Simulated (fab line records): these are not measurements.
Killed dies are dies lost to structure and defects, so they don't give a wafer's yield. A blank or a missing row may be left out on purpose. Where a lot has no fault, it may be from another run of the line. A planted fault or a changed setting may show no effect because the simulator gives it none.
Problem report, 8D (eight disciplines) form, completed by code -- flow rit_cmos -- the parts of the form that need people (team, actions taken, sign-off) are left out

## 1. PROBLEM STATEMENT
M1_AL_RS at RIT_M1_RS_MEAS_01 reads a mean of 0.0443 ohm/sq on 1 wafer of 1 lot; wafers without a fault read 0.0738 ohm/sq with a standard deviation of 0.00072. Measured from the usual mean, that is -41 standard deviations.
The step: measures by four-point-probe.
Earliest sighting: wafer L140.3 on film_metro-03 at day 5 07:46. The record holds 39 wafers of 13 lots with a number at this step. By rule, "out" or "out of limits" means more than 4 standard deviations away from the usual mean. The rest of the wafers with a number are treated as sound.

## 2. WHAT THIS IS AND IS NOT
question,is,is not
which readings at this step,M1_AL_RS,-
which lots,L140,"L131, L132, L133, L134, L135, L136, L138, L143, L147, L149, L151, L153"
which wafers of those lots,L140.3,"L140.1, L140.4"
read on which gauges,film_metro-03,"film_metro-01, film_metro-02"
when,from day 5 07:46,"up to then (23 sound wafers); but 15 sound wafers of L143, L147, L149, L151, L153 came after"

## 3. THE SUSPECTS, EACH WITH WHAT RULES IT OUT
Counting: any tool at a process step up to the reading remains a suspect provided it ran every lot that is out. Sound lots after the first of them don't rule it out here, since some wafers of a struck lot are sound.
- the gauge at RIT_M1_RS_MEAS_01 is ruled out. All the wafers that are out were read on film_metro-03, but those of them that RIT_M1_METAL_ETCH_12 has rows for are out there too, on other tools.
- pvd_sputter-03 at RIT_M1_SPUTTER_00 (material Al, target thk 400 nm, time 500 s): kept. It processed L140, the lot that is out, at day 5 07:29, and its most recent sound lot before then was L138 at day 4 21:16.
The count leaves pvd_sputter-03 at RIT_M1_SPUTTER_00.

## 4. THE CAUSE (what the simulator had put in)
Drift in process parameters on pvd_sputter-03 at RIT_M1_SPUTTER_00, starting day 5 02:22. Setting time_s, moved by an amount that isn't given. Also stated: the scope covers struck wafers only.
Counting left only this tool.

## 5. THE EFFECT CHAIN, in route order
Rows list readings where the struck wafers' mean (over those with a number) sits beyond 3 standard deviations from the usual. Only readings for which the record gives a usual standard deviation are gone through. hours: the time from each lot's start at the first step in this table that gives one to its start at this step, as a median over the lots. sigmas: the change in usual standard deviations.
hours,step,reading,usual,on struck wafers,change,sigmas
0,RIT_M1_RS_MEAS_01,M1_AL_RS,0.0738 ohm/sq,0.0443,-0.0295,-41
0,RIT_M1_THK_MEAS_02,M1_AL_THK,401 nm,667,+266,+63
2,RIT_M1_METAL_ETCH_12,oes_product_au,0.775 a.u.,0.991,+0.216,+17
5,RIT_M1_PROBE_99,defect_limited_yield,97.5 %,0.0,-97.5,-89
5,RIT_M1_PROBE_99,killed_at_M0_to_M3,0.0,257.0,+257.0,+99 or more
5,RIT_M1_PROBE_99,killed_dies,6.5,264.0,+257.5,+86
5,RIT_M1_PROBE_99,killed_on_rim,1.6,70.0,+68.4,+49
5,RIT_M1_PROBE_99,sort_bin_5_function,1.4 %,99.2,+97.8,+99 or more
5,RIT_M1_PROBE_99,sort_n_pass,257.5,0.0,-257.5,-86
5,RIT_M1_PROBE_99,sort_yield_pct,97.5 %,0.0,-97.5,-89
Here are the process steps it includes:
- RIT_M1_METAL_ETCH_12: etches Al in Cl2/BCl3, stops on SiO2, time 165 s, target depth 600 nm.
- RIT_M1_PROBE_99

## 6. HOW IT WOULD HAVE BEEN CAUGHT EARLIER
Counted from the fault's start at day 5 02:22, it took 5 hours until the first out-of-limits reading at a measuring or inspecting step in this record, taken at day 5 07:46.
No tool reading at RIT_M1_SPUTTER_00 that has a usual standard deviation in the record was out on any struck wafer, so an alarm limit of 4 standard deviations on those readings would not have fired.
Each of the lots that are out, 1 in all, had begun RIT_M1_SPUTTER_00 on pvd_sputter-03 no later than day 5 07:46. Holding the tool at that point would not have protected any of them.
